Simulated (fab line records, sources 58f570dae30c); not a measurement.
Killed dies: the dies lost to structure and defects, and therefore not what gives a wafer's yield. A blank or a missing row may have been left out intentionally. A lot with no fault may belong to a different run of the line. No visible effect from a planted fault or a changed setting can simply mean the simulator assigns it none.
fab line records	flow berkeleyCmos170
record lots=11	wafers=33	lastDay=11
route steps=331 shown START@1 ZERO@13 NWELL@19 FIELD@90
lots that met no fault: from a run of the same line without faults
startH: hours from the record's opening day to when the first of the lot's shown wafers began	waitH: how many hours have passed since the lot's step before this one	" repeats the value in the row above	L1.1+2: several wafers, shown together as one row	- no value, or no start given	* or withheld: withheld	< > ~ a bound
route shown NAME@n: NAME is a module with steps in the file, n the number in the route of the first one	usual: mean and standard deviation over wafers with no fault	same: alike in all rows	chamber/n: place in a boat	sites: readings site by site	_std_site: their standard deviation	_edge_site: inner sites' mean taken away from outer sites' mean	radiusMm: for every site, how far away it sits from the centre of the wafer	mask NAME#n: copy n	behind: tool/chamber where the wafer was last shaped	hold: what put the lot on hold/how long, in hours/how the hold closed	device: transistor that didn't switch, given as n, p or np	end of line: tests of these same wafers at the route's end	a step given without rows: its recipe and nothing more	killed: not the wafer's yield, but the dies lost to structure and defects at the first sort	map: a wafer's dies, x killed, . not, _ none there
set.NAME: the setting the step ran with; set.NAME@STEP: the setting that earlier step ran with	model.NAME: the simulator's own value behind a step, which no gauge read
steps of the route over a sample of lots; a table a step, a row a wafer
services: the hour from which a tool's chamber was out of use, counted from the record's first day as startH (under 0 if before that day), plus the number of hours and why
## steps
# step UCB170_START_BOW_MEAS_00
# recipe mode=bow
# usual INCOMING_BOW=-1/6.2
lot.wafer	tool	chamber	startH	waitH	INCOMING_BOW[um]
L563.2	filmMetro-04	-	10.02	-	5
L563.5	"	-	"	"	8
L563.6	"	-	"	"	12
L564.1	filmMetro-04	-	15.00	-	-2
L564.3	"	-	"	"	-4
L564.4	"	-	"	"	0
L565.1	filmMetro-02	-	20.00	-	1
L565.2	"	-	"	"	8
L565.6	"	-	"	"	7
L566.3	filmMetro-03	-	25.04	-	-5
L566.5	"	-	"	"	-2
L566.6	"	-	"	"	6
L567.3	filmMetro-03	-	30.04	-	-3
L567.5	"	-	"	"	0
L567.6	"	-	"	"	6
L568.1	filmMetro-03	-	35.00	-	-5
L568.2	"	-	"	"	1
L568.6	"	-	"	"	5
L569.1	filmMetro-02	-	40.00	-	-2
L569.5	"	-	"	"	3
L569.6	"	-	"	"	-1
L570.2	filmMetro-04	-	45.02	-	-4
L570.5	"	-	"	"	0
L570.6	"	-	"	"	-9
L571.1	filmMetro-03	-	50.00	-	-9
L571.3	"	-	"	"	-1
L571.6	"	-	"	"	0
L574.2	filmMetro-04	-	65.02	-	-4
L574.4	"	-	"	"	-5
L574.5	"	-	"	"	-7
L575.2	filmMetro-03	-	70.02	-	5
L575.5	"	-	"	"	-5
L575.6	"	-	"	"	-12
# step UCB170_ZERO_STRIP_07
# recipe chemistry=O2	powerW=400	pressureMtorr=3500	platenTempC=withheld	o2FlowSccm=400	overashFraction=0.5
# usual drypumpMotorCurrentA=6.12/0.28	oesProductAu=0.727/0.0046	stripTimeToEndpointS=21.48/0.062
lot.wafer	tool	chamber	startH	waitH	drypumpMotorCurrentA	oesProductAu	rfHoursCounterH	stripTimeToEndpointS
L563.2	plasmaAsher-03	1	17.87	0.0	5.75	0.729	28	21.53
L563.5	"	0	"	"	6.43	0.724	-	21.60
L563.6	"	1	"	"	5.80	0.729	-	21.56
L564.1	plasmaAsher-04	0	28.24	0.0	5.73	0.727	30	21.40
L564.3	"	0	"	"	5.72	0.733	-	21.48
L564.4	"	1	"	"	5.98	0.731	-	21.47
L565.1	plasmaAsher-03	0	32.45	0.0	6.42	0.728	29	21.37
L565.2	"	1	"	"	5.77	0.729	29	21.38
L565.6	"	1	"	"	5.81	0.725	-	21.31
L567.3	plasmaAsher-01	1	38.23	0.0	6.32	0.726	-	21.49
L567.5	"	1	"	"	6.32	0.732	-	21.49
L567.6	"	0	"	"	6.18	0.723	-	21.55
L566.3	plasmaAsher-04	1	38.45	0.0	6.04	0.725	-	21.44
L566.5	"	1	"	"	6.00	0.724	-	21.43
L566.6	"	0	"	"	5.73	0.717	-	21.36
L568.1	plasmaAsher-03	0	49.04	0.0	6.48	0.720	31	21.53
L568.2	"	1	"	"	5.80	0.731	31	21.50
L568.6	"	1	"	"	5.79	0.717	-	21.50
L569.1	plasmaAsher-01	1	54.44	0.0	6.35	0.723	25	21.45
L569.5	"	0	"	"	6.21	0.728	-	21.39
L569.6	"	1	"	"	6.35	0.724	-	21.44
L570.2	plasmaAsher-03	1	54.68	0.0	5.75	0.724	31	21.47
L570.5	"	1	"	"	5.75	0.728	-	21.44
L570.6	"	0	"	"	6.46	0.724	-	21.48
L571.1	plasmaAsher-01	1	63.71	0.0	6.38	0.722	26	21.42
L571.3	"	0	"	"	6.21	0.726	-	21.46
L571.6	"	1	"	"	6.31	0.729	-	21.44
L574.2	plasmaAsher-03	1	79.87	0.0	5.79	0.729	35	21.41
L574.4	"	1	"	"	5.77	0.731	-	21.43
L574.5	"	1	"	"	5.80	0.731	-	21.50
L575.2	plasmaAsher-03	0	84.05	0.0	6.47	0.736	35	21.52
L575.5	"	0	"	"	6.44	0.734	-	21.48
L575.6	"	1	"	"	5.80	0.736	-	21.50
# step UCB170_NWELL_THK_MEAS_05
# recipe reads=Si3N4_of_NWELL_CVD_04
# usual NWELL_NITRIDE_THK=224.2/2.1
lot.wafer	tool	chamber	startH	waitH	NWELL_NITRIDE_THK[nm]
L563.2	filmMetro-02	-	30.99	0.0	222.2
L563.5	"	-	"	"	221.8
L563.6	"	-	"	"	224.8
L564.1	filmMetro-02	-	41.43	0.0	225.7
L564.3	"	-	"	"	225.7
L564.4	"	-	"	"	226.2
L565.1	filmMetro-02	-	48.47	0.0	225.9
L565.2	"	-	"	"	226.2
L565.6	"	-	"	"	226.1
L566.3	filmMetro-04	-	48.49	0.0	224.2
L566.5	"	-	"	"	225.4
L566.6	"	-	"	"	224.6
L567.3	filmMetro-02	-	48.55	0.1	225.4
L567.5	"	-	"	"	226.2
L567.6	"	-	"	"	227.2
L568.1	filmMetro-02	-	64.37	0.0	224.7
L568.2	"	-	"	"	225.9
L568.6	"	-	"	"	224.3
L569.1	filmMetro-04	-	70.67	0.0	224.9
L569.5	"	-	"	"	226.2
L569.6	"	-	"	"	221.7
L570.2	filmMetro-02	-	70.68	0.0	223.6
L570.5	"	-	"	"	225.5
L570.6	"	-	"	"	225.1
L571.1	filmMetro-02	-	77.76	0.0	226.2
L571.3	"	-	"	"	225.8
L571.6	"	-	"	"	225.9
L574.2	filmMetro-02	-	96.35	0.0	225.2
L574.4	"	-	"	"	227.5
L574.5	"	-	"	"	227.4
L575.2	filmMetro-04	-	96.35	0.0	222.3
L575.5	"	-	"	"	224.9
L575.6	"	-	"	"	223.1
# step UCB170_FIELD_OXIDATION_01
# recipe tempC=1000	ambient=H2O	pH2oTorr=584.62	targetThkA=5583	oxTimeS=7200
# usual zonePowerCentrePct=49.3/1.3
lot.wafer	tool	chamber	startH	waitH	zonePowerCentrePct
L563.2	furnace-02	0	100.49	3.3	49.3
L563.5	"	0	"	"	49.2
L563.6	"	0	"	"	49.4
L564.1	furnace-02	0	113.85	3.9	49.2
L564.3	"	0	"	"	49.7
L564.4	"	0	"	"	49.6
L565.1	furnace-02	0	113.85	4.2	49.8
L565.2	"	0	"	"	49.6
L565.6	"	0	"	"	49.8
L566.3	furnace-02	0	113.85	4.0	49.6
L566.5	"	0	"	"	49.8
L566.6	"	0	"	"	49.2
L567.3	furnace-02	0	113.85	3.3	50.6
L567.5	"	0	"	"	49.3
L567.6	"	0	"	"	50.0
L568.1	furnace-02	0	131.23	5.1	49.6
L568.2	"	0	"	"	49.1
L568.6	"	0	"	"	50.0
L569.1	furnace-04	0	140.70	5.2	47.8
L569.5	"	0	"	"	49.7
L569.6	"	0	"	"	49.2
L570.2	furnace-04	0	140.70	4.7	49.0
L570.5	"	0	"	"	49.0
L570.6	"	0	"	"	49.3
L571.1	furnace-01	0	148.11	5.7	52.5
L571.3	"	0	"	"	52.3
L571.6	"	0	"	"	52.3
L574.2	furnace-04	0	163.12	4.0	49.3
L574.4	"	0	"	"	48.9
L574.5	"	0	"	"	49.1
L575.2	furnace-04	0	163.12	3.7	48.4
L575.5	"	0	"	"	48.4
L575.6	"	0	"	"	48.6
# step UCB170_FIELD_THK_MEAS_02
# recipe reads=SiO2_of_FIELD_OXIDATION_01
# usual FIELD_OXIDE_THK=555/10
lot.wafer	tool	chamber	startH	waitH	FIELD_OXIDE_THK[nm]
L563.2	filmMetro-04	-	103.50	0.0	554
L563.5	"	-	"	"	555
L563.6	"	-	"	"	560
L565.1	filmMetro-03	-	116.85	0.0	554
L565.2	"	-	"	"	548
L565.6	"	-	"	"	547
L566.3	filmMetro-04	-	116.87	0.0	563
L566.5	"	-	"	"	564
L566.6	"	-	"	"	575
L564.1	filmMetro-03	-	116.91	0.1	562
L564.3	"	-	"	"	569
L564.4	"	-	"	"	568
L567.3	filmMetro-04	-	116.93	0.1	552
L567.5	"	-	"	"	558
L567.6	"	-	"	"	541
L568.1	filmMetro-03	-	134.23	0.0	561
L568.2	"	-	"	"	559
L568.6	"	-	"	"	554
L569.1	filmMetro-03	-	143.88	0.2	572
L569.5	"	-	"	"	567
L569.6	"	-	"	"	563
L570.2	filmMetro-03	-	143.95	0.2	561
L570.5	"	-	"	"	571
L570.6	"	-	"	"	575
L571.1	filmMetro-04	-	151.11	0.0	565
L571.3	"	-	"	"	549
L571.6	"	-	"	"	568
L574.2	filmMetro-01	-	166.13	0.0	673
L574.4	"	-	"	"	674
L574.5	"	-	"	"	681
L575.2	filmMetro-04	-	166.13	0.0	648
L575.5	"	-	"	"	658
L575.6	"	-	"	"	653
# step UCB170_FIELD_THK_MEAS_90
# recipe reads=SiO2_of_FIELD_OXIDATION_01
# usual FIELD_OXIDE_LEFT_1_THK=438/11
lot.wafer	tool	chamber	startH	waitH	FIELD_OXIDE_LEFT_1_THK[nm]
L563.2	filmMetro-04	-	113.29	0.1	439
L563.5	"	-	"	"	439
L563.6	"	-	"	"	444
L566.3	filmMetro-03	-	128.21	0.0	447
L566.5	"	-	"	"	449
L566.6	"	-	"	"	459
L564.1	filmMetro-04	-	128.23	0.0	444
L564.3	"	-	"	"	452
L564.4	"	-	"	"	450
L565.1	filmMetro-03	-	128.25	0.1	436
L565.2	"	-	"	"	431
L565.6	"	-	"	"	429
L567.3	filmMetro-04	-	128.31	0.1	437
L567.5	"	-	"	"	441
L567.6	"	-	"	"	425
L568.1	filmMetro-04	-	148.65	0.4	444
L568.2	"	-	"	"	443
L568.6	"	-	"	"	437
L569.1	filmMetro-03	-	158.90	0.0	454
L569.5	"	-	"	"	451
L569.6	"	-	"	"	446
L570.2	filmMetro-04	-	158.91	0.0	445
L570.5	"	-	"	"	455
L570.6	"	-	"	"	458
L571.1	filmMetro-03	-	160.71	0.0	448
L571.3	"	-	"	"	432
L571.6	"	-	"	"	451
L574.2	filmMetro-04	-	173.25	0.0	558
L574.4	"	-	"	"	559
L574.5	"	-	"	"	565
L575.2	filmMetro-03	-	173.25	0.0	532
L575.5	"	-	"	"	542
L575.6	"	-	"	"	538
# step UCB170_FIELD_THK_MEAS_91
# recipe reads=SiO2_of_FIELD_OXIDATION_01
# usual FIELD_OXIDE_LEFT_2_THK=350/11
lot.wafer	tool	chamber	startH	waitH	FIELD_OXIDE_LEFT_2_THK[nm]
L563.2	filmMetro-04	-	140.36	0.0	348
L563.5	"	-	"	"	350
L563.6	"	-	"	"	355
L564.1	filmMetro-03	-	157.02	0.0	356
L564.3	"	-	"	"	364
L564.4	"	-	"	"	362
L567.3	filmMetro-04	-	157.04	0.0	348
L567.5	"	-	"	"	353
L567.6	"	-	"	"	337
L565.1	filmMetro-03	-	157.08	0.1	348
L565.2	"	-	"	"	343
L565.6	"	-	"	"	342
L566.3	filmMetro-04	-	157.10	0.1	360
L566.5	"	-	"	"	362
L566.6	"	-	"	"	372
L568.1	filmMetro-01	-	169.18	0.0	355
L568.2	"	-	"	"	354
L568.6	"	-	"	"	348
L570.2	filmMetro-01	-	178.33	0.0	356
L570.5	"	-	"	"	366
L570.6	"	-	"	"	369
L569.1	filmMetro-01	-	178.56	0.0	367
L569.5	"	-	"	"	363
L569.6	"	-	"	"	358
L571.1	filmMetro-03	-	178.80	0.0	360
L571.3	"	-	"	"	345
L571.6	"	-	"	"	363
L575.2	filmMetro-01	-	196.77	0.0	443
L575.5	"	-	"	"	453
L575.6	"	-	"	"	448
L574.2	filmMetro-04	-	197.01	0.0	470
L574.4	"	-	"	"	472
L574.5	"	-	"	"	478
## services
tool	chamber	startH	hours	kind
furnace-02	-	52.37	4.3	pm
plasmaAsher-04	-	68.76	23.1	pm
furnace-01	-	78.09	4.0	pm
plasmaAsher-03	-	108.75	9.0	pm
plasmaAsher-03	0	108.75	9.0	ventCycle
plasmaAsher-03	1	108.75	9.0	ventCycle
furnace-04	-	113.56	4.4	pm
plasmaAsher-03	0	117.75	-	clean
plasmaAsher-03	1	117.75	-	clean
plasmaAsher-03	-	121.00	0.4	repair
furnace-02	-	126.89	4.3	pm
furnace-04	-	143.70	2.4	pm
## key
firstSign step=UCB170_FIELD_THK_MEAS_02	reading=FIELD_OXIDE_THK	direction=up	sigmas=11	usual=555	struck=664
effect step=UCB170_FIELD_THK_MEAS_90	reading=FIELD_OXIDE_LEFT_1_THK	direction=up	sigmas=11	usual=438	struck=549
effect step=UCB170_FIELD_THK_MEAS_91	reading=FIELD_OXIDE_LEFT_2_THK	direction=up	sigmas=10	usual=350	struck=461
metAt UCB170_FIELD_OXIDATION_01
struckLots L574,L575
testerLeftOut L574,L575
notActingAt UCB170_START_BOW_MEAS_00,UCB170_ZERO_STRIP_07,UCB170_NWELL_THK_MEAS_05
onsetBetween 140.70 163.12
alsoFits time
fault kind=processParameterDrift	tool=furnace-04	chamber=-	onsetH=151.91	steps=UCB170_FIELD_OXIDATION_01	channel=oxTimeS	offset=*	shape=step	endH=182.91	actsIn=*	stated=*
# testerLeftOut: of these lots the tester's yield and bins aren't shown, on N5 and GAA mostly nor the transistor test; their killed dies are dies lost to structure and defects alone, not to doping, threshold or leakage, so they don't give the yield
